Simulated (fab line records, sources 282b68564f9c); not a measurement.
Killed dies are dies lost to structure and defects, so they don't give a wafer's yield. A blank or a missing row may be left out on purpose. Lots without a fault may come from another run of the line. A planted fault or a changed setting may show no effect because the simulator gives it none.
One fault seen from 2 desks | flow rit_cmos | each desk has only its own numbers; what lay behind them comes last

THE TOOL OWNER'S DESK: lpcvd-01
The tool's own readings at RIT_ACTIVE_CVD_03 (deposits Si3N4 from SiH2Cl2/NH3, target thk 150 nm, time 1500 s): means of the sampled wafers that have a number, for each lot that ran on this tool. A lot is out of limits, marked OUT, if its mean lies more than 4 standard deviations from the usual mean; the brackets give that distance.
Columns: A = spike_tc_centre_C at RIT_ACTIVE_CVD_03, usual 812.3 C
lot  | first seen here | A
L577 | day 1 16:08     | 812.5
L578 | day 1 19:23     | 813.3
L579 | day 1 22:23     | 811.8
L580 | day 2 03:07     | 811.0
L582 | day 2 13:08     | 812.5
L583 | day 2 18:12     | 812.3
L584 | day 3 00:20     | 813.1
L585 | day 3 09:07     | 811.9
L586 | day 3 09:07     | 812.3
L599 | day 6 03:06     | 812.3
L600 | day 6 07:15     | 812.1
This desk's finding: nothing out of limits on any of the 11 lots.

THE METROLOGY DESK
What the gauges read, lot by lot, whatever tool the lot ran on: means of the sampled wafers that have a number. A lot is out of limits, marked OUT, if its mean lies more than 4 standard deviations from the usual mean; the brackets give that distance.
Columns: A = ACTIVE_NITRIDE_THK at RIT_ACTIVE_THK_MEAS_04, usual 150.1 nm
lot  | first seen here | A
L577 | day 1 18:16     | 150.3
L578 | day 1 21:31     | 149.5
L579 | day 2 00:31     | 151.1
L580 | day 2 04:32     | 149.8
L581 | day 2 11:34     | 149.8
L582 | day 2 14:33     | 151.1
L583 | day 2 19:37     | 152.3
L584 | day 3 01:45     | 150.6
L585 | day 3 10:32     | 156.3 (+4.4) OUT
L586 | day 3 10:32     | 155.9 (+4.1) OUT
L589 | day 4 02:58     | 147.7
L595 | day 5 07:33     | 150.1
L599 | day 6 04:31     | 149.4
L600 | day 6 08:41     | 150.8
This desk's finding: out of limits on L585, L586; first on L585, day 3 10:32 (ACTIVE_NITRIDE_THK at RIT_ACTIVE_THK_MEAS_04). In limits: L577, L578, L579, L580, L581, L582, L583, L584, L589, L595, L599, L600.

PUT TOGETHER
The metrology desk could have raised an alarm at day 3 10:32, on L585, L586.
The tool owner's desk saw nothing out of limits.
The tool owner's desk has L585, L586 on record, within its limits.
Of the lots named, all ran RIT_ACTIVE_CVD_03 on lpcvd-01.

WHAT THE SIMULATOR HAD PUT IN
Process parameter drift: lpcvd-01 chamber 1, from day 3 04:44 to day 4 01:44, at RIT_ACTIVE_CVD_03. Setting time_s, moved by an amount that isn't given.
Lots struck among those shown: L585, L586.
Hours from the fault's start to each desk's first reading out of limits: the metrology desk, 6.
